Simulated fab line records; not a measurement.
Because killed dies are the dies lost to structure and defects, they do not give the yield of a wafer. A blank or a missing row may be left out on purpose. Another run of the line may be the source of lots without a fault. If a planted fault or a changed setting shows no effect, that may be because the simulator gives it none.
Which of the tools did it? -- flow rit_cmos -- 14 lots, 42 wafers sampled, at 2 steps of a route of 202

== WHAT THE GAUGES READ, wafer by wafer ==
RIT_CONTACT_THK_MEAS_01. Usual: CONTACT_TEOS_THK typically reads 402 nm, with standard deviation 4.9.
lot,measured,on,CONTACT_TEOS_THK (nm),flag
L394,day 3 03:14,film_metro-01,402 407 403,
L395,day 3 09:46,film_metro-01,399 400 406,
L396,day 3 14:26,film_metro-02,399 402 393,
L397,day 3 21:56,film_metro-04,400 411 410,
L399,day 4 03:10,film_metro-02,399 405 406,
L400,day 4 12:11,film_metro-04,397 397 402,
L401,day 4 18:47,film_metro-01,396 398 405,
L403,day 5 02:25,film_metro-02,396 432 433,OFF
L404,day 5 07:05,film_metro-04,393 396 400,
L405,day 5 19:48,film_metro-02,433 408 438,OFF
L409,day 6 07:52,film_metro-01,396 407 401,
L412,day 7 00:18,film_metro-01,407 402 407,
L413,day 7 06:40,film_metro-02,397 402 406,
L416,day 7 17:13,film_metro-04,401 407 401,

== WHICH TOOL RAN EACH LOT (tool, then ch and the chambers of the sampled wafers, then the start) ==
lot,RIT_CONTACT_CVD_00
L394,"pecvd-03 ch 1,2, day 3 03:11"
L395,"pecvd-04 ch 1,2, day 3 09:42"
L396,"pecvd-02 ch 0,1,2, day 3 14:23"
L397,"pecvd-03 ch 0,2, day 3 21:52"
L399,"pecvd-02 ch 1,2, day 4 03:06"
L400,"pecvd-03 ch 0,1, day 4 12:07"
L401,"pecvd-04 ch 0,2, day 4 18:44"
L403,"pecvd-03 ch 0,2, day 5 02:22"
L404,"pecvd-04 ch 1,2, day 5 07:02"
L405,"pecvd-03 ch 0,2, day 5 19:45"
L409,"pecvd-02 ch 0,1, day 6 07:47"
L412,"pecvd-02 ch 0,1, day 7 00:14"
L413,"pecvd-04 ch 0,1,2, day 7 06:37"
L416,"pecvd-04 ch 0,1,2, day 7 17:10"
- RIT_CONTACT_CVD_00: deposits SiO2 from TEOS, target thk 400 nm, time 61 s.

== AS READ BY THE TOOLS THEMSELVES (means over the sampled wafers that have a number; for cases with no such wafer, the mark the record gives instead) ==
RIT_CONTACT_CVD_00. Usual: heater_power_w 342 W, standard deviation 69.
lot,tool,heater_power_w (W),flag
L394,pecvd-03,319,
L395,pecvd-04,317,
L396,pecvd-02,334,
L397,pecvd-03,423,
L399,pecvd-02,300,
L400,pecvd-03,337,
L401,pecvd-04,269,
L403,pecvd-03,372,
L404,pecvd-04,353,
L405,pecvd-03,395,
L409,pecvd-02,394,
L412,pecvd-02,351,
L413,pecvd-04,301,
L416,pecvd-04,297,

== THE ANSWER, worked out from the rows above alone ==
Rule: a lot is off if the mean of its wafers that have a number lies more than 3 standard deviations from the usual mean. A lot without any number at a reading at which 4 lots or more have one is off too. Any other lot the step has rows for is counted as sound. The gauges are gone through in route order, then the tools' own readings, and for those a lot's mean is taken as printed above. At the first step where some lot is off, the reading lying furthest off is the one used; lots without a number count as furthest.
Off: L403, L405, seen at RIT_CONTACT_THK_MEAS_01 (CONTACT_TEOS_THK).
If a tool, at a process step before that reading, ran all the lots that are off and no sound lot after the first of them, it fits. Gauges at RIT_CONTACT_THK_MEAS_01: tried the same way as those tools. One candidate fits, namely pecvd-03 at RIT_CONTACT_CVD_00. A fault onset in the window from L400 (day 4 12:07, its last sound lot) to L403 (day 5 02:22, its first lot off) fits.

== WHAT THE SIMULATOR PUT IN ==
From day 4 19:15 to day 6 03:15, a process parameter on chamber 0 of pecvd-03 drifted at RIT_CONTACT_CVD_00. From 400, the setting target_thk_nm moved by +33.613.
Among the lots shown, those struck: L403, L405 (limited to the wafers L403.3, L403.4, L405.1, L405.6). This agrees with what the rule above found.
